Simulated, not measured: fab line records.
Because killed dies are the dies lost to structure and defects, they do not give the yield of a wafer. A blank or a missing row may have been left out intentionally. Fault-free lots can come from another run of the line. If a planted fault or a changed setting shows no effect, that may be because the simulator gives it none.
One fault seen from 2 desks :: flow berkeley cmos170 :: only its own numbers are on each desk; what lay behind them is given at the end

== TOOL OWNER'S DESK, rie diel-04 ==
The tool's own readings at UCB170_ACTIVE_ETCH_15 (etches Si3N4 in CH3F/Ar/O2, stops on SiO2, target depth 242 nm, time 151 s): means of the sampled wafers that have a number, for each lot that ran on this tool. Marked OUT: a lot whose mean sits more than 4 standard deviations from the usual mean, which makes it out of limits; the brackets give that distance.
Columns: A = chamber pressure mTorr at UCB170_ACTIVE_ETCH_15, usual 50.00 mTorr; B = drypump motor current A at UCB170_ACTIVE_ETCH_15, usual 5.7 A; C = oes product au at UCB170_ACTIVE_ETCH_15, usual 0.939 a.u.; D = rf fwd power W at UCB170_ACTIVE_ETCH_15, usual 447.9 W; E = throttle valve pct at UCB170_ACTIVE_ETCH_15, usual 8.01 %
lot: L134
first seen here: day 6 17:50
A: 49.98
B: 6.1
C: 0.936
D: 374.8 (-49) OUT
E: 7.93

lot: L136
first seen here: day 7 03:41
A: 50.03
B: 6.1
C: 0.934
D: 375.9 (-48) OUT
E: 7.94

lot: L148
first seen here: day 10 07:01
A: 49.98
B: 5.5
C: 0.931
D: 449.1
E: 8.14
This desk's finding: out of limits on L134, L136; first on L134, day 6 17:50 (rf fwd power W at UCB170_ACTIVE_ETCH_15). L148: within limits.

== THE METROLOGY DESK ==
Lot by lot, what the gauges showed, no matter which tool ran the lot: averages of those sampled wafers that carry a number. Marked OUT: a lot whose mean sits more than 4 standard deviations from the usual mean, which makes it out of limits; the brackets give that distance.
Columns: A = ACTIVE_OVL at UCB170_ACTIVE_OVL_MEAS_14, usual 0 nm; B = NVT_OVL at UCB170_NVT_OVL_MEAS_06, usual -3 nm
lot: L126
first seen here: day 4 14:25
A: 1
B: 4

lot: L125
first seen here: day 4 22:32
A: 4
B: -11

lot: L127
first seen here: day 4 22:44
A: -11
B: -5

lot: L128
first seen here: day 4 22:50
A: 4
B: 1

lot: L129
first seen here: day 5 12:18
A: 1
B: 3

lot: L130
first seen here: day 6 02:29
A: -2
B: 1

lot: L134
first seen here: day 6 17:49
A: -6
B: -6

lot: L136
first seen here: day 7 03:40
A: -6
B: 4

lot: L139
first seen here: day 7 21:08
A: 1
B: -7

lot: L140
first seen here: day 8 15:46
A: 4
B: -4

lot: L143
first seen here: day 9 03:49
A: -2
B: -12

lot: L147
first seen here: day 9 14:47
A: 2
B: -1

lot: L146
first seen here: day 9 15:02
A: 0
B: -6

lot: L148
first seen here: day 10 06:59
A: -1
B: -2
Finding of this desk: none of the 14 lots has anything out of limits.

== BROUGHT TOGETHER ==
The tool owner's desk could have raised an alarm at day 6 17:50, on L134, L136.
At the metrology desk, nothing out of limits was observed.
The metrology desk holds a record of L134, L136, inside its limits.
Every lot named ran UCB170_ACTIVE_ETCH_15 on rie diel-04.

== WHAT THE SIMULATOR PUT IN ==
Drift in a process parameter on rie diel-04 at UCB170_ACTIVE_ETCH_15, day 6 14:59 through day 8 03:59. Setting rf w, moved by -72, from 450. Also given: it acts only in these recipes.
Lots struck among those shown: L134, L136.
Time in hours from fault onset to the first out-of-limits reading at each desk: the tool owner's desk, 3.
